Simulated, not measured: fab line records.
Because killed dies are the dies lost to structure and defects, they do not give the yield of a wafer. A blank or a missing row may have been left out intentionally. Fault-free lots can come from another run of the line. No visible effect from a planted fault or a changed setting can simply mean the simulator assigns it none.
Which tool was responsible? | flow berkeley-cmos170 | at 1 step of a route of 331, 7 lots with 21 wafers sampled

WHAT THE GAUGES SHOWED, per wafer
UCB170_M1_RS_MEAS_01: uses a four-point probe to measure.
lot  | measured     | on            | M1_AL_RS (ohm/sq)
L793 | day 7 18:02  | film-metro-04 | 0.0479 0.0482 0.0479
L798 | day 8 00:06  | film-metro-01 | 0.0476 0.0488 0.0495
L799 | day 8 18:12  | film-metro-02 | 0.0485 0.0490 0.0481
L804 | day 9 19:08  | film-metro-04 | 0.0500 0.0488 0.0488
L806 | day 9 23:30  | film-metro-04 | 0.0483 0.0485 0.0487
L814 | day 11 15:47 | film-metro-04 | 0.0484 0.0493 0.0482
L816 | day 12 02:13 | film-metro-01 | 0.0475 0.0484 0.0478

TOOL THAT RAN EACH LOT (tool first, then ch and the chambers of the sampled wafers, then the start)
No process step before these readings appears in the record.

THE ANSWER, worked out from the rows above alone
Rule: the lots themselves supply what counts as usual. The widest of any qualifying gaps counts: lots, ordered by their means at a reading, are off when they make up no more than a third of the lots, leave a main group of 4 or more, and stand apart from it by 3 or more times the standard deviation of that group's means. A main group whose means are all the same, to the digits that the tables above print for the reading, isn't used. A lot without any number at a reading at which 4 lots or more have one is off too. All remaining lots with rows at the step are treated as sound.
Nothing can be told from this: no lot is off at any reading shown.

WHAT WAS PUT IN BY THE SIMULATOR
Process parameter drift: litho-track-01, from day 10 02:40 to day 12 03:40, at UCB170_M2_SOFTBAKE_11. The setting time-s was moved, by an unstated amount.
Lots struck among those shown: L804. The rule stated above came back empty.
